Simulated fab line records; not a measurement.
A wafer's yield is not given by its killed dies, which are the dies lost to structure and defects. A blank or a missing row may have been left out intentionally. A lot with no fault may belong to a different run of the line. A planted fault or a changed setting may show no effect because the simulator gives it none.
2 desks looking at one fault    flow ritCmos    every desk sees just its own numbers, and what lay behind them comes last

## FROM THE METROLOGY DESK
Means of the sampled wafers that have a number, per lot and without regard to the tool the lot ran on: this is what the gauges read. The brackets show how far a lot's mean lies from the usual mean; more than 4 standard deviations puts the lot out of limits, marked OUT.
Columns: A = PSD_RS at RIT_SDANNEAL_RS_MEAS_04, usual 116.03 ohm/sq; B = NSD_RS at RIT_SDANNEAL_RS_MEAS_05, usual 85.9 ohm/sq; C = PLDD_RS at RIT_SDANNEAL_RS_MEAS_06, usual 176.8 ohm/sq; D = NLDD_RS at RIT_SDANNEAL_RS_MEAS_07, usual 151.5 ohm/sq; E = SILICIDE_TI_RS at RIT_SILICIDE_RS_MEAS_02, usual 44.5 ohm/sq; F = SILICIDE_TI_THK at RIT_SILICIDE_THK_MEAS_03, usual 30.4 nm
lot   first seen here  A       B     C      D      E     F
L392  day 3 04:11      115.86  85.5  176.5  152.1  45.1  30.0
L404  day 5 12:55      115.82  85.9  176.5  150.8  44.1  30.5
L405  day 5 17:38      116.19  85.9  176.9  151.5  44.2  30.4
L407  day 6 05:32      116.23  85.9  177.0  150.9  44.4  30.2
L410  day 7 01:08      116.31  86.2  177.0  151.0  44.4  30.4
L413  day 7 15:00      116.21  85.9  177.8  152.0  43.8  30.7
Result from this desk: across the 6 lots, nothing is out of limits.

## DESK OF THE TOOL OWNER: wetBench-03
The tool's own readings at RIT_SILICIDE_WET_ETCH_05 (etches Ti in SPM, time 120 s): means of the sampled wafers that have a number, for each lot that ran on this tool. The brackets show how far a lot's mean lies from the usual mean; more than 4 standard deviations puts the lot out of limits, marked OUT.
Columns: A = runLengthS at RIT_SILICIDE_WET_ETCH_05, usual 148 s
lot   first seen here  A
L392  day 3 05:04      146
L404  day 5 13:49      103 (-14) OUT
L405  day 5 18:32      104 (-14) OUT
This desk's verdict: out of limits on L404, L405, starting with L404 at day 5 13:49 (runLengthS at RIT_SILICIDE_WET_ETCH_05). Within limits: L392.

## ALL TOGETHER
On L404, L405, at day 5 13:49, an alarm was possible from the tool owner's desk.
The metrology desk saw nothing out of limits.
The metrology desk has L404, L405 on record, within its limits.
The lots listed all ran RIT_SILICIDE_WET_ETCH_05 on wetBench-03.

## WHAT THE SIMULATOR PUT IN
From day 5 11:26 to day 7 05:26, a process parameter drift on wetBench-03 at RIT_SILICIDE_WET_ETCH_05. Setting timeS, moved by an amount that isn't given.
Shown lots that were struck: L404, L405.
Time in hours from fault onset to the first out-of-limits reading at each desk: the tool owner's desk, 2.
